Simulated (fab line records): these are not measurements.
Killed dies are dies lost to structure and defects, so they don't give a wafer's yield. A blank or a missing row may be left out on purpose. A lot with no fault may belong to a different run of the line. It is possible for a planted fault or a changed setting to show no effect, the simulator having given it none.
Which tool did it? | flow berkeley-cmos170 | 14 lots with 42 wafers sampled at 5 steps, on a route of 331 steps

## WHAT EACH GAUGE READ, for each wafer
UCB170_START_BOW_MEAS_00. Usual: INCOMING_BOW typically reads -1 um, with standard deviation 6.4.
lot  | measured    | on            | INCOMING_BOW (um) | flag
L568 | day 1 10:00 | film-metro-02 | -1 -11 12         |
L569 | day 1 15:00 | film-metro-03 | -3 -6 1           |
L570 | day 1 20:01 | film-metro-02 | 3 1 -2            |
L572 | day 2 06:00 | film-metro-02 | 15 -4 -6          |
L573 | day 2 11:00 | film-metro-02 | 8 -9 1            |
L578 | day 3 12:00 | film-metro-03 | -2 4 1            |
L581 | day 4 03:02 | film-metro-03 | 5 13 -7           |
L582 | day 4 08:01 | film-metro-02 | 0 -9 -8           |
L583 | day 4 13:00 | film-metro-02 | 4 -1 -11          |
L585 | day 4 23:02 | film-metro-02 | -3 -5 -6          |
L587 | day 5 09:02 | film-metro-03 | -8 -3 14          |
L588 | day 5 14:01 | film-metro-01 | -8 3 1            |
L589 | day 5 19:00 | film-metro-03 | -18 5 1           |
L591 | day 6 05:04 | film-metro-02 | -5 -1 2           |

UCB170_NWELL_TW_MEAS_16. Usual: NWELL_TW typically reads 1255, with standard deviation 5.3.
lot  | measured    | on            | NWELL_TW       | flag
L568 | day 2 15:41 | film-metro-04 | 1258 1258 1253 |
L569 | day 2 22:20 | film-metro-02 | 1265 1265 1263 |
L570 | day 2 22:36 | film-metro-04 | 1255 1255 1254 |
L572 | day 3 08:50 | film-metro-04 | 1250 1248 1242 |
L573 | day 3 09:07 | film-metro-02 | 1256 1258 1250 |
L578 | day 4 17:32 | film-metro-04 | 1210 1204 1204 | OFF
L581 | day 5 00:28 | film-metro-02 | 1202 1210 1201 | OFF
L582 | day 5 00:42 | film-metro-02 | 1246 1258 1259 |
L583 | day 5 17:32 | film-metro-02 | 1259 1253 1259 |
L585 | day 6 06:03 | film-metro-01 | 1250 1255 1258 |
L587 | day 6 13:53 | film-metro-01 | 1251 1256 1257 |
L588 | day 6 13:36 | film-metro-01 | 1251 1252 1254 |
L589 | day 6 21:44 | film-metro-02 | 1263 1255 1261 |
L591 | day 7 09:29 | film-metro-04 | 1260 1259 1251 |

UCB170_PFIELD_TW_MEAS_09. Usual: PFIELD_TW typically reads 605, with standard deviation 3.4.
lot  | measured    | on            | PFIELD_TW   | flag
L568 | day 4 23:48 | film-metro-02 | 608 606 608 |
L569 | day 5 07:16 | film-metro-01 | 601 603 601 |
L570 | day 5 08:04 | film-metro-04 | 598 606 602 |
L572 | day 6 01:08 | film-metro-02 | 608 606 606 |
L573 | day 6 00:58 | film-metro-01 | 604 606 605 |
L578 | day 6 19:47 | film-metro-04 | 602 601 604 |
L581 | day 7 09:37 | film-metro-02 | 608 606 607 |
L582 | day 7 09:46 | film-metro-01 | 610 611 608 |
L583 | day 8 01:26 | film-metro-04 | 605 602 604 |
L585 | day 8 10:39 | film-metro-04 | 606 604 606 |
L587 | day 9 02:28 | film-metro-01 | 605 604 606 |
L588 | day 9 02:13 | film-metro-04 | 600 601 605 |
L589 | day 9 14:44 | film-metro-02 | 610 604 606 |
L591 | day 9 22:41 | film-metro-04 | 601 603 600 |

## TOOL THAT RAN EACH LOT (tool first, then ch and the chambers of the sampled wafers, then the start)
lot  | UCB170_NWELL_IMPLANT_14        | UCB170_PWELL_STRIP_16
L568 | implanter-03 ch 0, day 2 15:26 | plasma-asher-03 ch 0,1, day 3 10:53
L569 | implanter-04 ch 0, day 2 22:04 | plasma-asher-04 ch 1, day 3 18:16
L570 | implanter-01 ch 0, day 2 22:22 | plasma-asher-01 ch 0,1, day 3 18:11
L572 | implanter-03 ch 0, day 3 08:35 | plasma-asher-04 ch 0,1, day 4 08:50
L573 | implanter-03 ch 0, day 3 08:52 | plasma-asher-01 ch 0,1, day 4 08:34
L578 | implanter-03 ch 0, day 4 17:17 | plasma-asher-03 ch 0,1, day 5 12:52
L581 | implanter-03 ch 0, day 5 00:14 | plasma-asher-03 ch 0,1, day 5 23:14
L582 | implanter-04 ch 0, day 5 00:28 | plasma-asher-01 ch 0,1, day 5 23:27
L583 | implanter-01 ch 0, day 5 17:17 | plasma-asher-03 ch 0,1, day 6 12:10
L585 | implanter-04 ch 0, day 6 05:50 | plasma-asher-04 ch 0,1, day 7 01:25
L587 | implanter-04 ch 0, day 6 13:40 | plasma-asher-01 ch 0,1, day 7 12:08
L588 | implanter-04 ch 0, day 6 13:22 | plasma-asher-03 ch 0,1, day 7 12:20
L589 | implanter-04 ch 0, day 6 21:29 | plasma-asher-03 ch 0,1, day 7 19:46
L591 | implanter-04 ch 0, day 7 09:17 | plasma-asher-01 ch 0,1, day 8 05:08
- UCB170_NWELL_IMPLANT_14
- UCB170_PWELL_STRIP_16: strips in O2.

## AS READ BY THE TOOLS THEMSELVES (means over the sampled wafers that have a number; for cases with no such wafer, the mark the record gives instead)
UCB170_NWELL_IMPLANT_14. Usual: dose-ions-cm2 1.0001e+13, standard deviation 1.2e+10; faraday-current-uA 31.7, standard deviation 0.59.
lot  | tool         | dose-ions-cm2 | faraday-current-uA | flag
L568 | implanter-03 | 9.9980e+12    | 32.1               |
L569 | implanter-04 | 9.9993e+12    | 31.9               |
L570 | implanter-01 | 1.0004e+13    | 31.6               |
L572 | implanter-03 | 9.9913e+12    | 31.7               |
L573 | implanter-03 | 9.9993e+12    | 31.9               |
L578 | implanter-03 | 8.7867e+12    | 28.2               | OFF
L581 | implanter-03 | 8.7957e+12    | 28.3               | OFF
L582 | implanter-04 | 9.9773e+12    | 31.4               |
L583 | implanter-01 | 1.0004e+13    | 31.6               |
L585 | implanter-04 | 9.9930e+12    | 32.0               |
L587 | implanter-04 | 1.0001e+13    | 31.6               |
L588 | implanter-04 | 9.9863e+12    | 31.6               |
L589 | implanter-04 | 1.0008e+13    | 31.6               |
L591 | implanter-04 | 1.0003e+13    | 31.7               |

UCB170_PWELL_STRIP_16. Usual: drypump-motor-current-A 5.79 A, standard deviation 0.25; oes-product-au 0.721 a.u., standard deviation 0.0044; strip-time-to-endpoint-s 18.07 s, standard deviation 0.097.
lot  | tool            | drypump-motor-current-A (A) | oes-product-au (a.u.) | strip-time-to-endpoint-s (s) | flag
L568 | plasma-asher-03 | 5.80                        | 0.720                 | 18.11                        |
L569 | plasma-asher-04 | 5.93                        | 0.721                 | 18.03                        |
L570 | plasma-asher-01 | 5.71                        | 0.723                 | 18.00                        |
L572 | plasma-asher-04 | 5.79                        | 0.724                 | 18.18                        |
L573 | plasma-asher-01 | 5.97                        | 0.721                 | 17.96                        |
L578 | plasma-asher-03 | 5.86                        | 0.719                 | 17.91                        |
L581 | plasma-asher-03 | 5.86                        | 0.720                 | 18.06                        |
L582 | plasma-asher-01 | 5.71                        | 0.720                 | 18.18                        |
L583 | plasma-asher-03 | 5.83                        | 0.724                 | 18.15                        |
L585 | plasma-asher-04 | 5.77                        | 0.719                 | 18.04                        |
L587 | plasma-asher-01 | 5.71                        | 0.720                 | 18.01                        |
L588 | plasma-asher-03 | 5.80                        | 0.721                 | 18.03                        |
L589 | plasma-asher-03 | 5.82                        | 0.718                 | 18.19                        |
L591 | plasma-asher-01 | 5.96                        | 0.720                 | 18.04                        |

## THE ANSWER, worked out from the rows above alone
Rule: a lot is off if the mean of its wafers that have a number lies more than 3 standard deviations from the usual mean. Also off: a lot with no number at a reading for which 4 or more lots have one. All remaining lots with rows at the step are treated as sound. After the gauges, taken in route order, come the tools' own readings; for these a lot's mean is taken, as printed above. At the first step where some lot is off, the reading lying furthest off is the one used; lots without a number count as furthest.
Off: L578, L581, at UCB170_NWELL_TW_MEAS_16 (NWELL_TW).
A tool fits if, at a process step before that reading, it ran every lot that is off, and no sound lot after the first of them. The gauges at UCB170_NWELL_TW_MEAS_16 aren't tried: what is off there is off at UCB170_NWELL_IMPLANT_14 too, on other tools, and a gauge's error can't cause that. One fits: implanter-03 at UCB170_NWELL_IMPLANT_14. Its last sound lot is L573 (day 3 08:52), its first lot that is off L578 (day 4 17:17): a fault that began between those two fits.
The tool's own readings at UCB170_NWELL_IMPLANT_14 bear it out: on the lots that are off they differ by more than 5 times the standard deviation of the sound lots' means. dose-ions-cm2 reads 8.7912e+12 there against 9.9970e+12 on the sound lots; faraday-current-uA reads 28.2 there against 31.7 on the sound lots.

## WHAT WAS PUT IN BY THE SIMULATOR
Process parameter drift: implanter-03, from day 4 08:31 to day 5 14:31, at UCB170_NWELL_IMPLANT_14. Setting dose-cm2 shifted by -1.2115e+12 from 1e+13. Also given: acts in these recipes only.
Struck lots among those shown: L578, L581. The rule above found the same.
